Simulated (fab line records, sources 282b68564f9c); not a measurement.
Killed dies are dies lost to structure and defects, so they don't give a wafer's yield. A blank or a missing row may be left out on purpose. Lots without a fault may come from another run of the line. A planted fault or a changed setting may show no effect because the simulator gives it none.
Tool commonality check | flow rit_cmos | 14 lots, 42 wafers sampled

WHY IT WAS OPENED
At RIT_NSD_TW_MEAS_10 the reading NSD_TW is flagged on 2 of 14 lots. Wafers without a fault read 3123, standard deviation 13.
Rule: a lot is flagged when every wafer of it that has a number lies more than 4 standard deviations from that mean, or none has a number. The other lots count as sound.

lot  | measured    | on            | NSD_TW, wafer by wafer | flag
L752 | day 3 00:46 | film_metro-02 | 3106 3121 3102         |
L753 | day 3 05:53 | film_metro-02 | 3106 3116 3110         |
L754 | day 3 12:25 | film_metro-04 | 3114 3132 3132         |
L756 | day 3 20:55 | film_metro-04 | 3131 3123 3129         |
L758 | day 4 05:29 | film_metro-03 | 3107 3117 3116         |
L759 | day 4 11:44 | film_metro-04 | 3120 3110 3103         |
L760 | day 4 16:06 | film_metro-04 | 3105 3114 3096         |
L761 | day 4 21:42 | film_metro-02 | 3099 3121 3111         |
L762 | day 5 01:31 | film_metro-03 | 3319 3331 3324         | FLAGGED
L765 | day 5 17:14 | film_metro-04 | 3342 3338 3338         | FLAGGED
L767 | day 6 02:02 | film_metro-03 | 3138 3128 3145         |
L768 | day 6 07:11 | film_metro-02 | 3127 3121 3137         |
L771 | day 6 21:45 | film_metro-03 | 3133 3139 3123         |
L774 | day 7 13:04 | film_metro-03 | 3127 3117 3132         |
The numbers of the flagged lots are 3332 on average: +209 against the usual, or +16 standard deviations.

WHICH TOOL RAN EACH LOT
The record holds 2 process steps before the reading, out of a route of 202 steps. In each cell: the tool, then ch and the chambers that the sampled wafers went through, then the start.
lot  | flag    | RIT_NSD_IMPLANT_08             | RIT_NSD_STRIP_09
L752 |         | implanter-01 ch 0, day 3 00:27 | plasma_asher-02 ch 0,1, day 3 00:35
L753 |         | implanter-02 ch 0, day 3 05:35 | plasma_asher-02 ch 0,1, day 3 05:44
L754 |         | implanter-04 ch 0, day 3 12:06 | plasma_asher-02 ch 0,1, day 3 12:13
L756 |         | implanter-01 ch 0, day 3 20:35 | plasma_asher-02 ch 0,1, day 3 20:44
L758 |         | implanter-02 ch 0, day 4 05:10 | plasma_asher-01 ch 0,1, day 4 05:17
L759 |         | implanter-02 ch 0, day 4 11:28 | plasma_asher-03 ch 0,1, day 4 11:35
L760 |         | implanter-02 ch 0, day 4 15:47 | plasma_asher-01 ch 0,1, day 4 15:55
L761 |         | implanter-04 ch 0, day 4 21:23 | plasma_asher-02 ch 0,1, day 4 21:32
L762 | FLAGGED | implanter-02 ch 0, day 5 01:11 | plasma_asher-01 ch 0,1, day 5 01:20
L765 | FLAGGED | implanter-02 ch 0, day 5 16:56 | plasma_asher-01 ch 0, day 5 17:04
L767 |         | implanter-04 ch 0, day 6 01:43 | plasma_asher-02 ch 1, day 6 01:51
L768 |         | implanter-04 ch 0, day 6 06:53 | plasma_asher-03 ch 0,1, day 6 07:02
L771 |         | implanter-01 ch 0, day 6 21:25 | plasma_asher-01 ch 0, day 6 21:34
L774 |         | implanter-04 ch 0, day 7 12:45 | plasma_asher-02 ch 0,1, day 7 12:54
What these steps do:
- RIT_NSD_IMPLANT_08
- RIT_NSD_STRIP_09: strips in O2, time 180 s.
- RIT_NSD_TW_MEAS_10

FLAGGED OVER TOTAL, TOOL BY TOOL (the gauges that took the reading come last)
step               | tool            | lots run | flagged | share of the flagged lots | sound lots run after its first flagged lot
RIT_NSD_IMPLANT_08 | implanter-01    | 3        | 0       | none                      | -
RIT_NSD_IMPLANT_08 | implanter-02    | 6        | 2       | all                       | 0
RIT_NSD_IMPLANT_08 | implanter-04    | 5        | 0       | none                      | -
RIT_NSD_STRIP_09   | plasma_asher-01 | 5        | 2       | all                       | 1 (L771)
RIT_NSD_STRIP_09   | plasma_asher-02 | 7        | 0       | none                      | -
RIT_NSD_STRIP_09   | plasma_asher-03 | 2        | 0       | none                      | -
RIT_NSD_TW_MEAS_10 | film_metro-02   | 4        | 0       | none                      | -
RIT_NSD_TW_MEAS_10 | film_metro-03   | 5        | 1       | some                      | 3 (L767,L771,L774)
RIT_NSD_TW_MEAS_10 | film_metro-04   | 5        | 1       | some                      | 0

WHAT THE TABLE ALLOWS
2 rows of the table ran every flagged lot: implanter-02 at RIT_NSD_IMPLANT_08, plasma_asher-01 at RIT_NSD_STRIP_09.
- implanter-02 at RIT_NSD_IMPLANT_08: 2 of its 6 lots flagged. Its last sound lot is L760 (day 4 15:47), its first flagged lot L762 (day 5 01:11): a fault that began between those two fits. Its own readings lie more than 4 standard deviations out on every wafer of the flagged lots: beam_on_s, faraday_current_uA.
- plasma_asher-01 at RIT_NSD_STRIP_09: 2 of its 5 lots flagged. Sound lots ran on it after the first flagged one (L771), which a lasting fault on the whole tool wouldn't allow.
One tool is left: implanter-02 at RIT_NSD_IMPLANT_08.

WHAT THE SIMULATOR HAD PUT IN
Process parameter drift: implanter-02, from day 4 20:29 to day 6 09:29, at RIT_NSD_IMPLANT_08. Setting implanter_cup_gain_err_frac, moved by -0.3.
Lots struck among those shown: L762, L765. The rule above found the same.
